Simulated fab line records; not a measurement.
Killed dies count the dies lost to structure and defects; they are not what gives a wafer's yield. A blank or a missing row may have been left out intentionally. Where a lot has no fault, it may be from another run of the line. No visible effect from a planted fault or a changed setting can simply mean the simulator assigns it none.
Comparing a struck lot with a sound one + flow rit-cmos + 15 out of 202 route steps
Sound: these wafers, L604.3, L604.5, L604.6. The struck wafers were L598.3, L598.4, L598.6. At the end, the cause is stated.
At each step with rows: each side's tool, then ch and its chambers, then its first start. Under that, the readings that differ: sound wafers + struck wafers + difference of the means + sigmas: that difference in standard deviations of wafers without a fault.
alike: readings with means less than 2 such deviations apart, plus words and numbers identical on both sides. not compared: withheld readings, readings lacking a value on some wafer, bounds such as >300 that could conceal the same value, and numbers that have no deviation in the record and whose values overlap.
A row with sigmas, a row that says differs or no value, or rows on one side alone: a step with any of these is where the two part. When numbers do not overlap yet have no deviation, they are printed without sigmas and do not part them. Lack of a reading on every wafer of one side parts them only where that side has two or more wafers.

first, 1 step without rows for these wafers: RIT_CONTACT_CLEAN_14 (cleans in SC2, time 600 s).
RIT_M1_SPUTTER_00: material Al, target thk 400 nm, time 500 s.
  sound: pvd-sputter-04 at day 6 23:29; struck: pvd-sputter-02 at day 5 18:35
  alike: throttle-valve-pct
RIT_M1_RS_MEAS_01: the measuring method here is four-point-probe.
  sound: film-metro-03 at day 6 23:49; struck: film-metro-01 at day 5 18:56
  alike: M1_AL_RS
RIT_M1_THK_MEAS_02: measures by xrf.
  sound: film-metro-03 at day 6 23:55; struck: film-metro-01 at day 5 19:02
  alike: M1_AL_THK
then, 6 steps without rows for these wafers: RIT_M1_HMDS_03 (prime time 60 s); RIT_M1_COAT_04 (resist thk 1300 nm); RIT_M1_SOFTBAKE_05 (time 60 s); RIT_M1_EXPOSE_06 (exposes mask M12, target cd 2600 nm); RIT_M1_PEB_07; RIT_M1_DEVELOP_08 (develop time 68 s).
RIT_M1_CD_MEAS_09: the cd target is 2600 nm.
  sound: cd-sem-01 at day 7 00:52; struck: cd-sem-01 at day 5 19:59
  alike: cd-nm
RIT_M1_OVL_MEAS_10:
  sound: overlay-02 at day 7 00:58; struck: overlay-02 at day 5 20:05
  alike: M1_OVL
RIT_M1_HARDBAKE_11: time 120 s.
  sound on litho-track-01 ch 0, day 7 01:04; struck on litho-track-02 ch 0, day 5 20:11
| reading                  | sound                | struck               | difference | sigmas |
|--------------------------|----------------------|----------------------|------------|--------|
| heater-power-total-W (W) | 52.04 52.00 52.05    | 50.96 50.90 50.92    | -1.10      | -17    |
| plate-temp-C (C)         | 139.95 139.98 139.94 | 137.69 137.60 137.75 | -2.28      | -18    |
RIT_M1_METAL_ETCH_12: etches Al in Cl2/BCl3, stops on SiO2, time 168.9 s, target depth 600 nm.
  sound on rie-metal-01 ch 0,1, day 7 01:18; struck on rie-metal-04 ch 0,1, day 5 20:25
  alike: drypump-motor-current-A, oes-product-au, throttle-valve-pct
  not compared: rf-hours-counter-h
RIT_M1_PROBE_99:
  sound: prober-02 at day 7 03:35; struck: prober-01 at day 5 22:42
  alike: defect-limited-yield, killed-at-front-end, killed-dies, killed-open, killed-short, sort_bin_3_pad_short, sort_bin_5_function, sort_bin_6_memory, sort-n-pass, sort-yield-pct

WHERE THEY PART
Only at RIT_M1_HARDBAKE_11, within this record. Later steps at which nothing parts them and some readings are alike: RIT_M1_METAL_ETCH_12, RIT_M1_PROBE_99.

WHY: what had been put in by the simulator
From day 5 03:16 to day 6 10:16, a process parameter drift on litho-track-02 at RIT_M1_HARDBAKE_11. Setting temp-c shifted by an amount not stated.
